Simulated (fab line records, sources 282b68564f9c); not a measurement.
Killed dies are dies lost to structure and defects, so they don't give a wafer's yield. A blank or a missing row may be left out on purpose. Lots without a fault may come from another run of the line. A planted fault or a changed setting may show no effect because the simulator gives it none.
fab line records | flow rit_cmos
record lots=7 wafers=21 last_day=7
route steps=202 shown CONTACT@168 M1@202
lots that met no fault: from a run of the same line without faults
start_h: hours from the record's first day to the start of the lot's first wafer shown | wait_h: hours since the lot's step before | " the same as in the row above | L1.1+2: a row that stands for several wafers | - no value, or no start given | * or withheld: withheld | < > ~ a bound
route shown NAME@n: a module of which the file shows steps, and the number in the route of the first | usual: mean/standard deviation of fault-free wafers | same: alike in all rows | chamber/n: place in a boat | sites: the reading at each site | _std_site: their standard deviation | _edge_site: outer sites' mean less inner sites' | radius_mm: how far each site lies from the wafer's centre | mask NAME#n: copy n | behind: the tool/chamber that last shaped the wafer | hold: why the lot was held/for how many hours/how that ended | device: the transistor (n, p or np) that didn't switch | end of line: the same wafers' tests at the end of the route | a step without rows: its recipe alone | killed: dies lost to structure and defects at the first sort, not the wafer's yield | map: a wafer's dies, x killed, . not, _ none there
set.NAME: the setting as run; set.NAME@STEP: as run at that earlier step | model.NAME: the simulator's own value behind a step, which no gauge read
lots at some steps of the route; a table a step, a row a wafer
services: from which hour (start_h, from the record's first day; less than 0 if before it) a tool's chamber was out of use, for how many hours, and why
## steps
# step RIT_CONTACT_CVD_00
# recipe material=SiO2 target_thk_nm=400 precursor=TEOS temp_c=390 time_s=61 rf_w=400
# usual heater_power_w=342/69
# same time_s=61
# columns lot.wafer tool chamber start_h wait_h heater_power_w
L454.1 pecvd-02 2 75.10 0.1 279
L454.2 " 0 " " 427
L454.4 " 0 " " 436
L460.2 pecvd-03 1 115.75 0.0 280
L460.3 " 2 " " 393
L460.4 " 1 " " 282
L461.2 pecvd-02 0 118.41 0.1 352
L461.5 " 0 " " 405
L461.6 " 0 " " 433
L462.1 pecvd-04 2 119.62 0.1 376
L462.3 " 0 " " 264
L462.6 " 1 " " 307
L463.1 pecvd-03 2 124.12 0.1 422
L463.2 " 1 " " 271
L463.3 " 0 " " 349
L468.2 pecvd-04 0 150.62 0.0 199
L468.4 " 2 " " 339
L468.5 " 1 " " 370
L469.3 pecvd-03 2 152.66 0.0 458
L469.4 " 0 " " 390
L469.5 " 1 " " 281
# step RIT_CONTACT_THK_MEAS_01
# recipe reads=SiO2_of_CONTACT_CVD_00
# usual CONTACT_TEOS_THK=402/4.9
# columns lot.wafer tool chamber start_h wait_h CONTACT_TEOS_THK[nm]
L454.1 film_metro-02 - 75.15 0.0 396
L454.2 " - " " 406
L454.4 " - " " 413
L460.2 film_metro-02 - 115.81 0.0 400
L460.3 " - " " 400
L460.4 " - " " 405
L461.2 film_metro-01 - 118.60 0.2 406
L461.5 " - " " 406
L461.6 " - " " 402
L462.1 film_metro-01 - 119.67 0.0 404
L462.3 " - " " 404
L462.6 " - " " 411
L463.1 film_metro-01 - 124.17 0.0 398
L463.2 " - " " 397
L463.3 " - " " 395
L468.2 film_metro-02 - 150.68 0.0 392
L468.4 " - " " 403
L468.5 " - " " 402
L469.3 film_metro-01 - 152.73 0.0 393
L469.4 " - " " 399
L469.5 " - " " 398
# step RIT_CONTACT_HMDS_02
# recipe prime_time_s=60 prime_temp_c=140
# step RIT_CONTACT_COAT_03
# recipe resist=NOVOLAK spin_rpm=3250 resist_thk_nm=1000
# step RIT_CONTACT_SOFTBAKE_04
# recipe resist=NOVOLAK temp_c=90 time_s=62.23
# usual plate_sensor_t_centre_C=90.968/0.011 plate_sensor_t_edge_C=91.021/0.0096
# same time_s=62.23
# columns lot.wafer tool chamber start_h wait_h plate_sensor_t_centre_C plate_sensor_t_edge_C
L454.1 litho_track-01 0 75.51 0.1 90.950 91.031
L454.2 " 0 " " 90.980 91.004
L454.4 " 0 " " 90.957 91.008
L460.2 litho_track-02 0 116.19 0.1 90.967 91.018
L460.3 " 0 " " 90.960 91.014
L460.4 " 0 " " 90.973 91.010
L461.2 litho_track-01 0 118.97 0.1 90.951 91.012
L461.5 " 0 " " 90.965 91.045
L461.6 " 0 " " 90.979 91.008
L462.1 litho_track-02 0 120.25 0.1 90.940 91.004
L462.3 " 0 " " 90.965 91.008
L462.6 " 0 " " 90.951 91.033
L463.1 litho_track-01 0 124.53 0.1 90.979 91.018
L463.2 " 0 " " 90.961 91.023
L463.3 " 0 " " 90.973 91.025
L468.2 litho_track-01 0 151.06 0.1 90.978 91.005
L468.4 " 0 " " 90.953 91.026
L468.5 " 0 " " 90.966 91.010
L469.3 litho_track-04 0 153.12 0.1 90.966 91.044
L469.4 " 0 " " 90.973 91.011
L469.5 " 0 " " 90.982 91.018
# step RIT_CONTACT_EXPOSE_05
# recipe mask_id=M11 na=0.6 source_shape=conventional sigma_outer=0.5 target_cd_nm=1000 dose_mj=250
# step RIT_CONTACT_PEB_06
# recipe resist=NOVOLAK temp_c=withheld time_s=withheld
# step RIT_CONTACT_DEVELOP_07
# recipe resist=NOVOLAK develop_time_s=120 dev_temp_c=23
# step RIT_CONTACT_CD_MEAS_08
# recipe target_cd_nm=1000
# usual cd_nm=1000.6/2.6
# columns lot.wafer tool chamber start_h wait_h cd_nm
L454.1 cd_sem-01 - 76.33 - 1002.2
L454.2 " - " " 1000.4
L454.4 " - " " 999.2
L460.2 cd_sem-02 - 116.97 - 999.2
L460.3 " - " " 1001.8
L460.4 " - " " 1003.9
L461.2 cd_sem-02 - 119.97 - 1000.5
L461.5 " - " " 1000.4
L461.6 " - " " 1001.4
L462.1 cd_sem-02 - 120.97 - 1000.6
L462.3 " - " " 1001.2
L462.6 " - " " 999.4
L463.1 cd_sem-02 - 125.40 - 1000.1
L463.2 " - " " 1001.3
L463.3 " - " " 1000.7
L468.2 cd_sem-01 - 151.81 - 998.1
L468.4 " - " " 996.2
L468.5 " - " " 993.3
L469.3 cd_sem-01 - 153.77 - 1001.5
L469.4 " - " " 1000.3
L469.5 " - " " 1001.7
# step RIT_CONTACT_OVL_MEAS_09
# usual CONTACT_OVL=0.8/1.3
# columns lot.wafer tool chamber start_h wait_h CONTACT_OVL[nm]
L454.1 overlay-02 - 76.45 0.1 1.8
L454.2 " - " " 2.4
L454.4 " - " " 2.2
L460.2 overlay-01 - 117.08 0.1 1.5
L460.3 " - " " 1.4
L460.4 " - " " 1.5
L461.2 overlay-01 - 120.07 0.1 2.3
L461.5 " - " " 0.6
L461.6 " - " " 1.2
L462.1 overlay-02 - 121.09 0.1 1.1
L462.3 " - " " 2.1
L462.6 " - " " -0.2
L463.1 overlay-01 - 125.52 0.1 -0.1
L463.2 " - " " 0.0
L463.3 " - " " -1.0
L468.2 overlay-01 - 151.92 0.1 0.3
L468.4 " - " " -1.4
L468.5 " - " " 0.5
L469.3 overlay-02 - 153.87 0.1 2.2
L469.4 " - " " 0.1
L469.5 " - " " -0.4
# step RIT_CONTACT_HARDBAKE_10
# recipe resist=NOVOLAK temp_c=140 time_s=60
# step RIT_CONTACT_ETCH_11
# recipe target_depth_a=4800 over_etch_frac=0.2 stop_on=TiSi2 chemistry=CHF3/CF4/Ar target=SiO2 CHF3_flow_sccm=50 cf4_flow_sccm=10 Ar_flow_sccm=100 O2_flow_sccm=5 pressure_mtorr=100 rf_w=200 time_s=320
# usual drypump_motor_current_A=5.9/0.55 oes_product_au=0.998/0.015 throttle_valve_pct=8.84/0.14
# same time_s=320
# columns lot.wafer tool chamber start_h wait_h drypump_motor_current_A oes_product_au rf_hours_counter_h throttle_valve_pct
L454.1 rie_diel-01 3 76.63 0.1 6.4 0.991 7 8.90
L454.2 " 0 " " 5.8 1.019 126 8.92
L454.4 " 2 " " 5.5 1.025 77 8.69
L460.2 rie_diel-01 3 117.26 0.1 6.5 0.988 7 8.90
L460.3 " 0 " " 5.9 1.009 127 8.94
L460.4 " 2 " " 5.5 1.025 78 8.71
L461.2 rie_diel-03 1 120.26 0.1 6.5 1.015 7 8.66
L461.5 " 3 " " 6.0 0.995 - 9.02
L461.6 " 2 " " 4.9 0.986 - 8.62
L462.1 rie_diel-01 3 121.27 0.1 6.5 0.987 8 8.88
L462.3 " 0 " " 5.9 1.015 127 8.93
L462.6 " 0 " " 5.9 1.011 - 8.93
L463.1 rie_diel-03 0 125.70 0.1 5.8 0.977 9 8.81
L463.2 " 1 " " 6.5 1.012 7 8.66
L463.3 " 2 " " 4.8 0.991 82 8.62
L468.2 rie_diel-03 2 152.10 0.1 4.8 0.995 82 8.62
L468.4 " 1 " " 6.5 1.012 7 8.66
L468.5 " 3 " " 6.1 0.999 - 9.01
L469.3 rie_diel-01 0 154.04 0.1 5.8 1.017 128 8.93
L469.4 " 2 " " 5.5 1.026 79 8.69
L469.5 " 0 " " 5.9 1.015 - 8.93
# step RIT_CONTACT_STRIP_12
# recipe chemistry=O2 time_s=180 resist=NOVOLAK platen_temp_c=withheld power_w=500 pressure_mtorr=4000 o2_flow_sccm=4000
# usual drypump_motor_current_A=5.5/0.33 run_length_s=208.6/0.47
# columns lot.wafer tool chamber start_h wait_h drypump_motor_current_A rf_hours_counter_h run_length_s
L454.1 plasma_asher-01 1 76.83 0.1 4.9 47 208.1
L454.2 " 0 " " 5.9 47 208.9
L454.4 " 0 " " 5.9 - 209.4
L460.2 plasma_asher-01 0 117.45 0.1 5.9 52 200.9
L460.3 " 1 " " 4.9 - 208.0
L460.4 " 0 " " 5.9 - 200.9
L461.2 plasma_asher-01 1 120.45 0.1 4.9 52 208.0
L461.5 " 0 " " 5.9 - 201.4
L461.6 " 1 " " 4.9 - 208.4
L462.1 plasma_asher-01 1 121.47 0.1 4.9 52 208.6
L462.3 " 0 " " 5.9 - 200.9
L462.6 " 0 " " 5.9 - 201.0
L463.1 plasma_asher-04 0 125.90 0.1 5.6 30 208.9
L463.2 " 1 " " 5.4 30 207.8
L463.3 " 1 " " 5.4 - 208.1
L468.2 plasma_asher-03 1 152.29 0.1 5.6 42 208.7
L468.4 " 0 " " 5.7 - 208.4
L468.5 " 1 " " 5.6 - 208.8
L469.3 plasma_asher-04 1 154.29 0.2 5.4 - 208.4
L469.4 " 0 " " 5.6 - 208.6
L469.5 " 0 " " 5.6 - 208.8
# step RIT_CONTACT_CD_MEAS_90
# recipe target_cd_nm=1000
# usual cd_nm=1000.5/2.6
# columns lot.wafer tool chamber start_h wait_h cd_nm
L454.1 cd_sem-01 - 77.15 0.3 1001.9
L454.2 " - " " 1000.6
L454.4 " - " " 999.5
L460.2 cd_sem-01 - 117.65 0.1 999.0
L460.3 " - " " 1002.0
L460.4 " - " " 1004.1
L461.2 cd_sem-02 - 120.65 0.1 1000.6
L461.5 " - " " 1000.2
L461.6 " - " " 1001.0
L462.1 cd_sem-02 - 121.64 0.1 1001.3
L462.3 " - " " 1001.6
L462.6 " - " " 999.3
L463.1 cd_sem-01 - 126.07 0.1 999.8
L463.2 " - " " 1000.5
L463.3 " - " " 1000.3
L468.2 cd_sem-02 - 152.49 0.1 997.6
L468.4 " - " " 996.2
L468.5 " - " " 993.4
L469.3 cd_sem-02 - 154.45 0.1 1001.6
L469.4 " - " " 1000.0
L469.5 " - " " 1001.9
# step RIT_M1_PROBE_99
# usual killed_at_M0_to_M3=0.0/0.12 killed_at_contacts=0.1/0.29 killed_at_front_end=7/3 killed_dies=7/3 killed_open=3.2/2 killed_short=3.5/2.1
# same gross_dies=264 killed_at_M4_up=0 killed_at_back_side=0 killed_at_other=0
# columns lot.wafer tool chamber start_h wait_h killed_at_M0_to_M3 killed_at_contacts killed_at_front_end killed_dies killed_open killed_short
L454.1 prober-01 - 82.35 0.1 1 0 4 5 2 3
L454.2 prober-01 - 82.40 0.1 0 0 2 2 2 0
L454.4 prober-01 - 82.50 0.2 0 0 6 6 4 2
L460.2 prober-01 - 122.67 0.1 0 0 7 7 5 2
L460.3 prober-01 - 122.72 0.2 0 0 4 4 2 2
L460.4 prober-01 - 122.77 0.2 0 0 9 9 7 2
L461.2 prober-02 - 125.39 0.1 0 0 8 8 3 5
L461.5 prober-02 - 125.54 0.2 0 2 6 8 2 6
L461.6 prober-02 - 125.59 0.2 0 0 7 7 4 3
L462.1 prober-01 - 126.13 0.1 0 0 6 6 1 5
L462.3 prober-01 - 126.23 0.2 0 0 9 9 8 1
L462.6 prober-01 - 126.38 0.2 0 0 9 9 4 5
L463.1 prober-02 - 130.56 0.1 0 0 10 10 5 5
L463.2 prober-02 - 130.61 0.1 0 0 6 6 2 4
L463.3 prober-02 - 130.66 0.2 0 0 12 12 5 7
L468.2 prober-01 - 158.72 0.1 0 0 15 15 8 7
L468.4 prober-01 - 158.82 0.2 0 0 6 6 3 3
L468.5 prober-01 - 158.87 0.2 0 1 6 7 3 4
L469.3 prober-02 - 161.59 0.2 0 0 6 6 3 3
L469.4 prober-02 - 161.64 0.2 0 0 5 5 2 3
L469.5 prober-02 - 161.69 0.2 0 0 4 4 0 4
# killed by level:class
L454.1 FOX1:geometric_particle:short=1 FOX1:geometric_particle:open=1 FOX2:geometric_particle:short=1 SILICIDE:geometric_particle:open=1 M1:geometric_particle:short=1
L454.2 FOX1:geometric_particle:open=1 SPACER:geometric_particle:open=1
L454.4 FOX1:geometric_particle:open=2 SILICIDE:geometric_particle:open=2 GATE:geometric_particle:short=1 SILICIDE:geometric_particle:short=1
L460.2 FOX1:geometric_particle:open=1 FOX1:geometric_particle:short=1 GATE:geometric_particle:open=1 REOX:geometric_particle:short=1 REOX:geometric_particle:open=1 SPACER:geometric_particle:open=1 SILICIDE:geometric_particle:open=1
L460.3 FOX2:geometric_particle:open=1 GATE:geometric_particle:open=1 GATE:geometric_particle:short=1 SPACER:geometric_particle:short=1
L460.4 FOX1:geometric_particle:open=3 FOX1:geometric_particle:short=1 GATE:geometric_particle:open=1 GATE:geometric_particle:short=1 REOX:geometric_particle:open=1 SPACER:geometric_particle:open=1 SILICIDE:geometric_particle:open=1
L461.2 GATE:geometric_particle:short=3 GATE:geometric_particle:open=1 REOX:geometric_particle:short=1 SPACER:geometric_particle:open=1 SILICIDE:geometric_particle:open=1 SILICIDE:geometric_particle:short=1
L461.5 FOX2:geometric_particle:short=1 GATE:geometric_particle:open=1 GATE:geometric_particle:short=1 REOX:geometric_particle:short=1 SPACER:geometric_particle:short=1 SILICIDE:geometric_particle:short=1 CONTACT:geometric_particle:open=1 CONTACT:geometric_particle:short=1
L461.6 FOX1:geometric_particle:open=1 GATE:geometric_particle:short=1 GATE:geometric_particle:open=1 SPACER:geometric_particle:open=1 SPACER:geometric_particle:short=1 SILICIDE:geometric_particle:open=1 SILICIDE:geometric_particle:short=1
L462.1 GATE:geometric_particle:short=3 FOX1:geometric_particle:open=1 FOX2:geometric_particle:short=1 SILICIDE:geometric_particle:short=1
L462.3 FOX1:geometric_particle:open=3 SILICIDE:geometric_particle:open=3 GATE:geometric_particle:open=2 SILICIDE:geometric_particle:short=1
L462.6 SILICIDE:geometric_particle:open=3 GATE:geometric_particle:short=2 FOX1:geometric_particle:short=1 FOX2:geometric_particle:short=1 GATE:geometric_particle:open=1 REOX:geometric_particle:short=1
L463.1 FOX1:geometric_particle:open=3 GATE:geometric_particle:short=2 REOX:geometric_particle:short=2 FOX2:geometric_particle:open=1 FOX2:geometric_particle:short=1 GATE:geometric_particle:open=1
L463.2 FOX2:geometric_particle:short=1 GATE:geometric_particle:open=1 GATE:geometric_particle:short=1 REOX:geometric_particle:short=1 SPACER:geometric_particle:open=1 SPACER:geometric_particle:short=1
L463.3 REOX:geometric_particle:short=3 FOX1:geometric_particle:open=2 GATE:geometric_particle:open=2 GATE:geometric_particle:short=2 FOX2:geometric_particle:short=1 REOX:geometric_particle:open=1 SPACER:geometric_particle:short=1
L468.2 GATE:geometric_particle:short=3 GATE:geometric_particle:open=3 REOX:geometric_particle:short=2 REOX:geometric_particle:open=2 SPACER:geometric_particle:open=2 FOX1:geometric_particle:short=1 SPACER:geometric_particle:short=1 SILICIDE:geometric_particle:open=1
L468.4 SPACER:geometric_particle:short=3 GATE:geometric_particle:open=2 REOX:geometric_particle:open=1
L468.5 GATE:geometric_particle:short=2 GATE:geometric_particle:open=1 REOX:geometric_particle:short=1 SPACER:geometric_particle:open=1 SILICIDE:geometric_particle:short=1 CONTACT:geometric_particle:open=1
L469.3 FOX1:geometric_particle:short=1 FOX2:geometric_particle:short=1 FOX2:geometric_particle:open=1 REOX:geometric_particle:short=1 REOX:geometric_particle:open=1 SPACER:geometric_particle:open=1
L469.4 REOX:geometric_particle:short=3 FOX1:geometric_particle:open=1 SPACER:geometric_particle:open=1
L469.5 FOX1:geometric_particle:short=1 FOX2:geometric_particle:short=1 REOX:geometric_particle:short=1 SPACER:geometric_particle:short=1
## services
# columns tool chamber start_h hours kind
plasma_asher-04 - 53.58 5.2 repair
plasma_asher-03 - 56.99 10.5 repair
rie_diel-01 0 61.01 7.9 repair
plasma_asher-04 - 67.21 15.6 pm
pecvd-03 - 70.33 0.7 repair
pecvd-02 0 93.13 14.3 repair
plasma_asher-04 - 96.40 2.3 repair
pecvd-03 - 99.95 0.9 repair
pecvd-03 - 102.10 5.5 pm
pecvd-02 2 107.01 51.0 repair
pecvd-02 0 110.55 5.4 repair
pecvd-02 1 115.57 10.9 repair
pecvd-03 1 124.79 4.8 repair
plasma_asher-01 - 129.00 5.6 repair
pecvd-04 0 130.52 14.1 repair
rie_diel-01 3 135.35 6.4 repair
## key
first_sign step=RIT_CONTACT_STRIP_12 reading=run_length_s direction=down sigmas=16 usual=* struck=*
effect none on later readings
met_at RIT_CONTACT_STRIP_12
struck_wafers L460.2,L460.4,L461.5,L462.3,L462.6
tester_left_out L460,L461,L462
onset_between 76.83 117.45
fault kind=process_parameter_drift tool=plasma_asher-01 chamber=0 onset_h=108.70 steps=RIT_CONTACT_STRIP_12 channel=time_s offset=* shape=step end_h=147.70 acts_in=* stated=*
# tester_left_out: of these lots the tester's yield and bins aren't shown, on N5 and GAA mostly nor the transistor test; their killed dies are dies lost to structure and defects alone, not to doping, threshold or leakage, so they don't give the yield
